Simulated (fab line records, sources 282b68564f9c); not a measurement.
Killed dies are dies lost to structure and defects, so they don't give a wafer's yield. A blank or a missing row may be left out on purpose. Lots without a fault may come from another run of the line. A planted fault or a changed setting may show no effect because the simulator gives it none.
One fault seen from 2 desks | flow rit_cmos | each desk has only its own numbers; what lay behind them comes last

THE METROLOGY DESK
What the gauges read, lot by lot, whatever tool the lot ran on: means of the sampled wafers that have a number. A lot is out of limits, marked OUT, if its mean lies more than 4 standard deviations from the usual mean; the brackets give that distance.
Columns: A = cd_nm at RIT_M1_CD_MEAS_09, usual 2599.7 nm; B = M1_OVL at RIT_M1_OVL_MEAS_10, usual -0.3 nm; C = cd_nm at RIT_M1_CD_MEAS_90, usual 2600.0 nm; D = M1_BOW at RIT_M1_BOW_MEAS_16, usual 16 um
lot  | first seen here | A      | B    | C      | D
L103 | day 3 12:55     | 2601.5 | -2.0 | 2601.5 | 14
L104 | day 3 18:01     | 2600.7 | 1.7  | 2600.4 | 24
L105 | day 4 01:53     | 2597.9 | -2.1 | 2599.8 | 18
L106 | day 4 04:07     | 2597.8 | 0.4  | 2596.7 | 20
L112 | day 5 13:30     | 2599.3 | -1.4 | 2599.7 | 16
L113 | day 5 18:47     | 2599.4 | -2.3 | 2598.2 | 17
L114 | day 6 01:11     | 2600.2 | -0.0 | 2600.9 | 20
This desk's finding: nothing out of limits on any of the 7 lots.

THE TOOL OWNER'S DESK: furnace-02
The tool's own readings at RIT_M1_ANNEAL_15 (time 1800 s): means of the sampled wafers that have a number, for each lot that ran on this tool. A lot is out of limits, marked OUT, if its mean lies more than 4 standard deviations from the usual mean; the brackets give that distance. Of its 8 readings 7 are shown: the one that was out of limits first, and those that lie furthest out on some lot.
Columns: A = spike_tc_centre_C at RIT_M1_ANNEAL_15, usual 453.5 C; B = spike_tc_load_C at RIT_M1_ANNEAL_15, usual 469.7 C; C = spike_tc_source_C at RIT_M1_ANNEAL_15, usual 462.4 C; D = tube_center_temp_C at RIT_M1_ANNEAL_15, usual 450.01 C; E = tube_center_temp_C_max at RIT_M1_ANNEAL_15, usual 451.18; F = zone_power_load_pct at RIT_M1_ANNEAL_15, usual 6.47 %; G = zone_power_source_pct at RIT_M1_ANNEAL_15, usual 6.78 %
lot  | first seen here | A               | B               | C               | D                        | E                        | F              | G
L103 | day 3 13:57     | 454.3           | 469.9           | 462.2           | 450.03                   | 451.28                   | 6.49           | 6.71
L104 | day 3 19:14     | 453.8           | 469.6           | 462.0           | 449.97                   | 451.42                   | 6.49           | 6.77
L105 | day 4 02:56     | 453.5           | 469.2           | 461.6           | 449.99                   | 451.15                   | 6.39           | 6.75
L106 | day 4 05:09     | 453.3           | 469.4           | 462.3           | 450.02                   | 451.21                   | 6.44           | 6.75
L112 | day 5 14:40     | 393.8 (-54) OUT | 408.8 (-67) OUT | 401.9 (-67) OUT | 390.02 (-99 or more) OUT | 391.03 (-99 or more) OUT | 5.05 (-21) OUT | 5.36 (-20) OUT
L113 | day 5 20:02     | 394.1 (-54) OUT | 409.0 (-67) OUT | 400.9 (-68) OUT | 389.97 (-99 or more) OUT | 391.05 (-99 or more) OUT | 5.06 (-21) OUT | 5.32 (-21) OUT
L114 | day 6 02:13     | 392.6 (-55) OUT | 408.9 (-67) OUT | 401.7 (-67) OUT | 390.05 (-99 or more) OUT | 391.41 (-99 or more) OUT | 5.14 (-20) OUT | 5.35 (-20) OUT
This desk's finding: out of limits on L112, L113, L114; first on L112, day 5 14:40 (spike_tc_centre_C at RIT_M1_ANNEAL_15). In limits: L103, L104, L105, L106.

PUT TOGETHER
The tool owner's desk could have raised an alarm at day 5 14:40, on L112, L113, L114.
The metrology desk saw nothing out of limits.
The metrology desk has L112, L113, L114 on record, within its limits.
Of the lots named, all ran RIT_M1_ANNEAL_15 on furnace-02.

WHAT THE SIMULATOR HAD PUT IN
Process parameter drift: furnace-02, from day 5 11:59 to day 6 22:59, at RIT_M1_ANNEAL_15. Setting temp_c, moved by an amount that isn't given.
Lots struck among those shown: L112, L113, L114.
Hours from the fault's start to each desk's first reading out of limits: the tool owner's desk, 3.
